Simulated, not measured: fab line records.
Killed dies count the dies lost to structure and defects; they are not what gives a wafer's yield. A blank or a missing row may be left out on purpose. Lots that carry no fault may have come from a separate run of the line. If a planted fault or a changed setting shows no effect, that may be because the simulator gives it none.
Which tool was responsible? || flow berkeleyCmos170 || 21 wafers from 7 lots sampled at 2 of the route's 331 steps

== WHAT THE GAUGES SHOWED, per wafer ==
UCB170_GATE_THK_MEAS_05.
{"lot": "L803", "measured": "day 6 13:08", "on": "filmMetro-03", "GATE_POLY_THK (nm)": "216.1 214.6 215.9"}
{"lot": "L807", "measured": "day 7 15:07", "on": "filmMetro-01", "GATE_POLY_THK (nm)": "210.8 211.7 210.8"}
{"lot": "L810", "measured": "day 8 06:31", "on": "filmMetro-03", "GATE_POLY_THK (nm)": "214.2 213.1 213.1"}
{"lot": "L813", "measured": "day 8 21:57", "on": "filmMetro-03", "GATE_POLY_THK (nm)": "216.4 216.0 214.9"}
{"lot": "L815", "measured": "day 9 07:34", "on": "filmMetro-03", "GATE_POLY_THK (nm)": "215.2 215.3 217.1"}
{"lot": "L817", "measured": "day 9 07:31", "on": "filmMetro-01", "GATE_POLY_THK (nm)": "216.1 217.1 217.0"}
{"lot": "L819", "measured": "day 9 15:19", "on": "filmMetro-01", "GATE_POLY_THK (nm)": "335.6 337.3 337.4"}

== WHAT TOOL EACH LOT RAN ON (gives the tool, then ch and the chambers of the sampled wafers, and finally the start) ==
{"lot": "L803", "UCB170_GATE_CVD_04": "lpcvd-02 ch 0, day 6 11:44"}
{"lot": "L807", "UCB170_GATE_CVD_04": "lpcvd-01 ch 0, day 7 13:43"}
{"lot": "L810", "UCB170_GATE_CVD_04": "lpcvd-02 ch 0, day 8 05:03"}
{"lot": "L813", "UCB170_GATE_CVD_04": "lpcvd-01 ch 0, day 8 19:50"}
{"lot": "L815", "UCB170_GATE_CVD_04": "lpcvd-02 ch 0, day 9 06:06"}
{"lot": "L817", "UCB170_GATE_CVD_04": "lpcvd-02 ch 0, day 9 06:06"}
{"lot": "L819", "UCB170_GATE_CVD_04": "lpcvd-02 ch 1, day 9 13:54"}
- UCB170_GATE_CVD_04: deposits poly-Si from SiH4, time 1440 s, target thk 214 nm.

== THE ANSWER, worked out from the rows above alone ==
Rule: the lots themselves supply what counts as usual. Put in order of their means at a reading, lots are off if they are a third of the lots or fewer, leave a main group of 4 or more, and stand apart from it by a gap of 3 or more times the standard deviation of the main group's means; of several such gaps the widest counts. The tables above print the reading to a certain number of digits; a main group whose means all agree to those digits is not used. Also off: a lot with no number at a reading for which 4 or more lots have one. All remaining lots with rows at the step are treated as sound.
Off: at UCB170_GATE_THK_MEAS_05 (GATE_POLY_THK), L819. Mean 214.7 nm and standard deviation 1.9 in the main group.
A tool fits if, at a process step before that reading, it ran every lot that is off, and no sound lot after the first of them. Gauges at UCB170_GATE_THK_MEAS_05: tried the same way as those tools. 2 tools fit, lpcvd-02 at UCB170_GATE_CVD_04 and filmMetro-01 at UCB170_GATE_THK_MEAS_05, so this cannot tell which one it is.

== WHAT THE SIMULATOR HAD INSERTED ==
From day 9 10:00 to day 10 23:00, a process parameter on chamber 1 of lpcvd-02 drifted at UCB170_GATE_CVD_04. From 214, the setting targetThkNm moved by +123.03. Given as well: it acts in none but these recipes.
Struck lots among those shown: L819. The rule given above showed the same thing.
